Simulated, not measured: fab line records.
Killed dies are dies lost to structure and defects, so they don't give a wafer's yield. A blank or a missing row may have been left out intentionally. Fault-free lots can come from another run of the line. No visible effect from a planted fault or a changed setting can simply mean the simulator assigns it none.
A struck lot beside a sound one	flow rit_cmos	3 steps out of a route of 202
Sound: wafers L335.1, L335.3, L335.5. Struck: wafers L345.1, L345.3, L345.6. The cause comes at the end.
At each step with rows: each side's tool, then ch and its chambers, then its first start. Under that, the readings that differ: sound wafers	struck wafers	difference of the means	sigmas: that difference in standard deviations of wafers without a fault.
alike: words and numbers the same on both sides, and readings whose means are apart by under 2 such deviations; not compared: readings that were withheld, readings missing a value for some wafer, numbers with overlapping values and no deviation given by the record, and bounds like >300 which may hide the same value.
Wherever a step has rows on one side only, a row that says differs or no value, or a row with sigmas, the two part there. Non-overlapping numbers with no deviation appear without sigmas and do not part them. Lack of a reading on every wafer of one side parts them only where that side has two or more wafers.

RIT_ACTIVE_BOW_MEAS_00:
  sound on film_metro-04, day 1 15:00; struck on film_metro-02, day 3 17:00
  alike: INCOMING_BOW
RIT_ACTIVE_OXIDATION_01: target thk 46.8 nm, ox time 3360 s.
  sound on furnace-01 ch 0, day 1 15:24; struck on furnace-03, day 3 18:40
  no value came back on the struck wafers for ox_temp_c (C), ox_temp_c_max, spike_tc_centre_C (C); on the sound wafers ox_temp_c (C) reads 994.6 994.4 994.7
then, 1 step without rows for these wafers: RIT_ACTIVE_CVD_03 (deposits Si3N4 from SiH2Cl2/NH3, target thk 150 nm, time 1500 s).

WHERE THEY PART
RIT_ACTIVE_OXIDATION_01 only, going by this record.

WHY: whatever the simulator had introduced
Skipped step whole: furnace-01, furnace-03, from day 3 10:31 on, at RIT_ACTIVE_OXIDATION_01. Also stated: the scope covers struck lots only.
